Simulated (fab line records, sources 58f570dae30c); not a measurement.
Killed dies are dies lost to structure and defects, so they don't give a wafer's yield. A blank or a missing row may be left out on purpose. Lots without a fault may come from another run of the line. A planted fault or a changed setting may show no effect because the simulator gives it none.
Which tool did it? | flow berkeley_cmos170 | 14 lots, 42 wafers sampled, at 5 steps of a route of 331

WHAT THE GAUGES READ, wafer by wafer
UCB170_ACTIVE_THK_MEAS_03.
lot  | measured    | on            | ACTIVE_OXIDE_THK (nm)
L474 | day 4 11:37 | film_metro-01 | 26.2 26.9 26.1
L476 | day 4 18:03 | film_metro-02 | 26.5 26.7 25.7
L475 | day 5 00:25 | film_metro-02 | 26.3 26.0 26.1
L477 | day 5 00:25 | film_metro-03 | 26.0 25.9 25.4
L478 | day 6 03:09 | film_metro-03 | 26.3 26.5 26.4
L480 | day 6 03:09 | film_metro-02 | 26.5 26.8 26.6
L479 | day 6 03:14 | film_metro-03 | 25.8 26.0 25.6
L482 | day 6 13:33 | film_metro-01 | 26.1 25.9 26.1
L485 | day 6 20:30 | film_metro-03 | 26.0 26.2 26.1
L487 | day 7 08:47 | film_metro-03 | 26.1 25.2 25.8
L492 | day 8 09:47 | film_metro-02 | 26.0 26.5 27.0
L494 | day 8 23:49 | film_metro-01 | 27.0 26.6 26.4
L496 | day 8 23:49 | film_metro-02 | 26.7 27.3 26.7
L497 | day 8 23:55 | film_metro-03 | 26.2 26.9 27.0

UCB170_ACTIVE_CD_MEAS_13: target cd 1200 nm.
lot  | measured    | on        | cd_nm (nm)
L474 | day 4 21:40 | cd_sem-01 | 1201.6 1200.3 1201.2
L476 | day 5 04:19 | cd_sem-02 | 1200.5 1200.2 1200.8
L475 | day 5 09:42 | cd_sem-01 | 1200.2 1201.8 1201.8
L477 | day 5 09:58 | cd_sem-01 | 1199.6 1200.1 1197.9
L478 | day 6 14:17 | cd_sem-02 | 1199.8 1200.3 1200.8
L480 | day 6 14:53 | cd_sem-02 | 1197.9 1199.3 1198.7
L479 | day 6 14:28 | cd_sem-02 | 1198.4 1198.3 1198.1
L482 | day 6 23:38 | cd_sem-02 | 1198.8 1196.0 1196.3
L485 | day 7 06:02 | cd_sem-02 | 1199.8 1199.4 1200.7
L487 | day 7 17:17 | cd_sem-02 | 1202.5 1201.7 1202.7
L492 | day 8 18:24 | cd_sem-02 | 1200.9 1201.5 1201.0
L494 | day 9 12:02 | cd_sem-01 | 1198.7 1199.7 1198.3
L496 | day 9 11:29 | cd_sem-01 | 1199.6 1200.5 1197.8
L497 | day 9 12:00 | cd_sem-02 | 1199.6 1200.6 1199.2

UCB170_PVT_TW_MEAS_09.
lot  | measured     | on            | PVT_TW
L474 | day 7 00:04  | film_metro-04 | 520 517 517
L476 | day 6 23:47  | film_metro-04 | 515 516 514
L475 | day 7 00:10  | film_metro-03 | 510 508 507
L477 | day 7 00:37  | film_metro-02 | 502 505 503
L478 | day 8 05:23  | film_metro-03 | 510 509 511
L480 | day 8 05:37  | film_metro-02 | 502 503 502
L479 | day 8 05:10  | film_metro-04 | 511 512 512
L482 | day 8 15:44  | film_metro-02 | 466 468 467
L485 | day 9 01:41  | film_metro-02 | 467 468 463
L487 | day 9 19:14  | film_metro-02 | 464 463 463
L492 | day 10 14:02 | film_metro-04 | 513 512 512
L494 | day 11 09:50 | film_metro-04 | 510 508 508
L496 | day 11 10:40 | film_metro-04 | 509 510 511
L497 | day 11 10:35 | film_metro-02 | 502 504 505

WHICH TOOL RAN EACH LOT (tool, then ch and the chambers of the sampled wafers, then the start)
lot  | UCB170_PFIELD_STRIP_08              | UCB170_PVT_IMPLANT_07
L474 | plasma_asher-04 ch 1, day 5 01:08   | implanter-01 ch 0, day 6 23:50
L476 | plasma_asher-02 ch 0,1, day 5 06:07 | implanter-04 ch 0, day 6 23:32
L475 | plasma_asher-02 ch 0,1, day 5 12:48 | implanter-02 ch 0, day 6 23:55
L477 | plasma_asher-01 ch 0,1, day 5 12:36 | implanter-04 ch 0, day 7 00:22
L478 | plasma_asher-01 ch 0,1, day 6 19:53 | implanter-01 ch 0, day 8 05:08
L480 | plasma_asher-01 ch 0,1, day 6 20:26 | implanter-04 ch 0, day 8 05:22
L479 | plasma_asher-01 ch 0,1, day 6 20:12 | implanter-02 ch 0, day 8 04:58
L482 | plasma_asher-02 ch 0,1, day 7 03:14 | implanter-04 ch 0, day 8 15:29
L485 | plasma_asher-02 ch 0,1, day 7 08:44 | implanter-04 ch 0, day 9 01:26
L487 | plasma_asher-01 ch 0,1, day 7 19:43 | implanter-04 ch 0, day 9 19:00
L492 | plasma_asher-02 ch 0, day 8 20:29   | implanter-02 ch 0, day 10 13:47
L494 | plasma_asher-02 ch 0,1, day 9 16:59 | implanter-02 ch 0, day 11 09:35
L496 | plasma_asher-04 ch 0,1, day 9 16:05 | implanter-02 ch 0, day 11 10:25
L497 | plasma_asher-04 ch 0,1, day 9 17:16 | implanter-01 ch 0, day 11 10:19
- UCB170_PFIELD_STRIP_08: strips in O2.
- UCB170_PVT_IMPLANT_07

WHAT THE TOOLS THEMSELVES READ (means of the sampled wafers that have a number; where no wafer has one, the mark that the record gives instead)
UCB170_PFIELD_STRIP_08.
lot  | tool            | drypump_motor_current_A (A) | oes_product_au (a.u.) | strip_time_to_endpoint_s (s)
L474 | plasma_asher-04 | 5.1                         | 0.729                 | 21.41
L476 | plasma_asher-02 | 5.6                         | 0.734                 | 21.32
L475 | plasma_asher-02 | 5.6                         | 0.736                 | 21.37
L477 | plasma_asher-01 | 5.7                         | 0.736                 | 21.45
L478 | plasma_asher-01 | 6.0                         | 0.739                 | 21.38
L480 | plasma_asher-01 | 6.0                         | 0.731                 | 21.43
L479 | plasma_asher-01 | 5.7                         | 0.739                 | 21.36
L482 | plasma_asher-02 | 5.8                         | 0.737                 | 21.48
L485 | plasma_asher-02 | 5.7                         | 0.730                 | 21.55
L487 | plasma_asher-01 | 6.0                         | 0.736                 | 21.45
L492 | plasma_asher-02 | 5.4                         | 0.735                 | 21.43
L494 | plasma_asher-02 | 5.8                         | 0.733                 | 21.45
L496 | plasma_asher-04 | 5.5                         | 0.733                 | 21.34
L497 | plasma_asher-04 | 5.3                         | 0.735                 | 21.40

UCB170_PVT_IMPLANT_07.
lot  | tool         | beam_on_s (s) | dose_ions_cm2 | faraday_current_uA
L474 | implanter-01 | 9.86          | 1.9961e+12    | 6.45
L476 | implanter-04 | 10.04         | 2.0010e+12    | 6.31
L475 | implanter-02 | 9.96          | 1.9961e+12    | 6.36
L477 | implanter-04 | 9.80          | 2.0010e+12    | 6.48
L478 | implanter-01 | 9.89          | 1.9991e+12    | 6.41
L480 | implanter-04 | 9.94          | 1.9993e+12    | 6.38
L479 | implanter-02 | 9.92          | 2.0009e+12    | 6.39
L482 | implanter-04 | 10.08         | 1.5596e+12    | 4.90
L485 | implanter-04 | 10.01         | 1.5594e+12    | 4.94
L487 | implanter-04 | 10.19         | 1.5628e+12    | 4.85
L492 | implanter-02 | 9.91          | 1.9999e+12    | 6.41
L494 | implanter-02 | 9.97          | 2.0001e+12    | 6.37
L496 | implanter-02 | 10.08         | 2.0024e+12    | 6.29
L497 | implanter-01 | 9.96          | 2.0004e+12    | 6.36

THE ANSWER, worked out from the rows above alone
Rule: what is usual is taken from the lots themselves. Put in order of their means at a reading, lots are off if they are a third of the lots or fewer, leave a main group of 4 or more, and stand apart from it by a gap of 3 or more times the standard deviation of the main group's means; of several such gaps the widest counts. A main group whose means are all the same, to the digits that the tables above print for the reading, isn't used. A lot without any number at a reading at which 4 lots or more have one is off too. The other lots that the step has rows for count as sound. The gauges are gone through in route order, then the tools' own readings, and for those a lot's mean is taken as printed above. The first step at which some lot is off is used, and at that step the reading that is off furthest; a lot without a number counts as furthest.
Off: L482, L485, L487, at UCB170_PVT_TW_MEAS_09 (PVT_TW). The main group: mean 509, standard deviation 4.7.
A tool fits if, at a process step before that reading, it ran every lot that is off, and no sound lot after the first of them. The gauges at UCB170_PVT_TW_MEAS_09 aren't tried: what is off there is off at UCB170_PVT_IMPLANT_07 too, on other tools, and a gauge's error can't cause that. One fits: implanter-04 at UCB170_PVT_IMPLANT_07. Its last sound lot is L480 (day 8 05:22), its first lot that is off L482 (day 8 15:29): a fault that began between those two fits.
The tool's own readings at UCB170_PVT_IMPLANT_07 bear it out: on the lots that are off they differ by more than 5 times the standard deviation of the sound lots' means. dose_ions_cm2 reads 1.5606e+12 there against 1.9997e+12 on the sound lots; faraday_current_uA reads 4.90 there against 6.38 on the sound lots.

WHAT THE SIMULATOR HAD PUT IN
Process parameter drift: implanter-04, from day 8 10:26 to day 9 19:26, at UCB170_PVT_IMPLANT_07. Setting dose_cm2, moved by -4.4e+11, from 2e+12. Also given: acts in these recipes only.
Lots struck among those shown: L482, L485, L487. The rule above found the same.
